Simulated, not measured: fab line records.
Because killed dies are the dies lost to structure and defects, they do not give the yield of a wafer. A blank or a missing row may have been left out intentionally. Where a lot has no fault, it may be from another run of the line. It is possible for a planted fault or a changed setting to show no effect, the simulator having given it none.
Problem report in the 8D (eight disciplines) form, filled by code | flow rit_cmos | the parts of the form that need people (team, actions taken, sign-off) are left out

== 1. WHAT WENT WRONG ==
Wafers free of any fault read 475 (standard deviation 4.5) for PRETRO_TW at RIT_PRETRO_TW_MEAS_10, against a mean of 501 on 9 wafers of 3 lots. Measured from the usual mean, that is +5.8 standard deviations.
Earliest sighting: wafer L504.1 on film_metro-02 at day 5 12:29. Wafers with a number at this step in the record: 45, from 15 lots. Rule for "out", or "out of limits": more than 4 standard deviations from the usual mean. Any other wafer with a number is counted as sound.

== 2. WHAT IT IS AND WHAT IT IS NOT ==
question                    | is                     | is not
which readings at this step | PRETRO_TW              | -
which lots                  | L504, L505, L507       | L489, L490, L491, L492, L493, L494, L497, L498, L499, L500, L506, L509
which wafers of those lots  | all that have a number | -
read on which gauges        | film_metro-02          | film_metro-03, film_metro-04
when                        | from day 5 12:29       | up to then (30 sound wafers); but 6 sound wafers of L506, L509 came after

== 3. SUSPECTS, AND WHAT RULES EACH OUT ==
Counting: any tool at a process step up to the reading is kept as a suspect provided that every lot that is out went through it and no sound lot did after the first of them.
- the gauge at RIT_PRETRO_TW_MEAS_10 is ruled out. All the wafers that are out were read on film_metro-02, but those of them that RIT_PRETRO_IMPLANT_08 has rows for are out there too, on other tools.
- implanter-02 at RIT_PRETRO_IMPLANT_08: kept. Every lot that is out went through it, starting with L504 (day 5 12:10), and after that it ran no sound lot; the last sound lot it ran before then is L500 (day 4 15:53). On those wafers its own readings are out: beam_on_s, end_station_pressure_torr, faraday_current_uA.
The count leaves implanter-02 at RIT_PRETRO_IMPLANT_08.

== 4. THE CAUSE (what the simulator had put in) ==
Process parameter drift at RIT_PRETRO_IMPLANT_08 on implanter-02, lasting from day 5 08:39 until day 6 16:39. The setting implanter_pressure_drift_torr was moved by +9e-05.
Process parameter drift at RIT_PRETRO_IMPLANT_08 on implanter-02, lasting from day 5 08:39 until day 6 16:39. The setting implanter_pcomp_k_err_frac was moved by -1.
Counting left only this tool.

== 5. THE CHAIN OF EFFECTS, in route order ==
Each row: a reading whose mean over the struck wafers that have a number lies more than 3 standard deviations from the usual. Only readings for which the record gives a usual standard deviation are gone through. hours: the time from each lot's start at the first step in this table that gives one to its start at this step, as a median over the lots. sigmas: the change in usual standard deviations.
hours | step                  | reading                   | usual      | on struck wafers | change | sigmas
0     | RIT_PRETRO_IMPLANT_08 | beam_on_s                 | 9.98 s     | 12.04            | +2.06  | +10
0     | RIT_PRETRO_IMPLANT_08 | end_station_pressure_torr | 5e-06 Torr | 1e-04            | +9e-05 | +99 or more
0     | RIT_PRETRO_IMPLANT_08 | faraday_current_uA        | 38.2       | 31.9             | -6.3   | -8.1
0     | RIT_PRETRO_TW_MEAS_10 | PRETRO_TW                 | 475        | 501              | +26    | +5.8
Here are the process steps it includes:
- RIT_PRETRO_IMPLANT_08

== 6. HOW IT WOULD HAVE BEEN CAUGHT EARLIER ==
Counted from the fault's start at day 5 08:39, it took 4 hours until the first out-of-limits reading at a measuring or inspecting step in this record, taken at day 5 12:29.
Tool's own readings at RIT_PRETRO_IMPLANT_08, beam_on_s, end_station_pressure_torr, faraday_current_uA: out on all struck wafers the step has rows for; an alarm limit on them would have tripped on the first.
L505, L507, from the lots that are out (3), started RIT_PRETRO_IMPLANT_08 on implanter-02 later than day 5 12:29. A hold on the tool at that time would have spared those 2.
